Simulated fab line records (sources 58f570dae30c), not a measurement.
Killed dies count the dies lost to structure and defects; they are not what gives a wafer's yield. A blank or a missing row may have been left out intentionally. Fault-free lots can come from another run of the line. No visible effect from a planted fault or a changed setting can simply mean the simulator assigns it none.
One fault seen from 2 desks -- flow berkeley cmos170 -- what lay behind the numbers comes last; until then each desk has only its own

## FOR THE TOOL OWNER'S DESK: implanter-04
The tool's own readings at UCB170_NWELL_IMPLANT_14, given as means over the sampled wafers that have a number, one for each lot that went through this tool. A lot is out of limits, marked OUT, if its mean lies more than 4 standard deviations from the usual mean; the brackets give that distance.
Columns: A = tilt deg at UCB170_NWELL_IMPLANT_14, usual 6.998 degrees
lot,first seen here,A
L380,day 2 15:07,6.982
L381,day 2 19:13,6.993
L384,day 3 14:52,7.656 (+37) OUT
L386,day 3 21:56,7.686 (+38) OUT
L400,day 6 19:02,7.004
L401,day 7 04:20,6.988
This desk finds L384, L386 out of limits, L384 being first, at day 3 14:52 (tilt deg at UCB170_NWELL_IMPLANT_14). In limits: L380, L381, L400, L401.

## METROLOGY DESK
Lot by lot, what the gauges showed, no matter which tool ran the lot: averages of those sampled wafers that carry a number. A lot is out of limits, marked OUT, if its mean lies more than 4 standard deviations from the usual mean; the brackets give that distance.
Columns: A = FIELD_OXIDE_LEFT_2_THK at UCB170_FIELD_THK_MEAS_91, usual 353 nm
lot,first seen here,A
L381,day 6 06:45,367
L380,day 6 07:16,368
L384,day 6 13:19,353
L383,day 6 13:22,341
L382,day 6 13:29,349
L386,day 7 01:50,362
L385,day 7 02:07,362
L393,day 9 02:46,376
L394,day 9 02:59,364
L396,day 9 18:22,341
L400,day 10 09:25,333
L398,day 10 10:17,364
L402,day 11 00:40,335
L401,day 11 01:11,350
Result from this desk: across the 14 lots, nothing is out of limits.

## PUT TOGETHER
At day 3 14:52, on L384, L386, the tool owner's desk was in a position to raise an alarm.
Nothing out of limits was seen by the metrology desk.
The metrology desk has L384, L386 on record, within its limits.
Of the lots named, all ran UCB170_NWELL_IMPLANT_14 on implanter-04.

## WHAT THE SIMULATOR PUT IN
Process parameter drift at UCB170_NWELL_IMPLANT_14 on implanter-04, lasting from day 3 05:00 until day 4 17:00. From 7, the setting tilt deg moved by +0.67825. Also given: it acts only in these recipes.
Lots struck among those shown: L384, L386.
Hours from the fault's start to each desk's first reading out of limits: the tool owner's desk, 10.
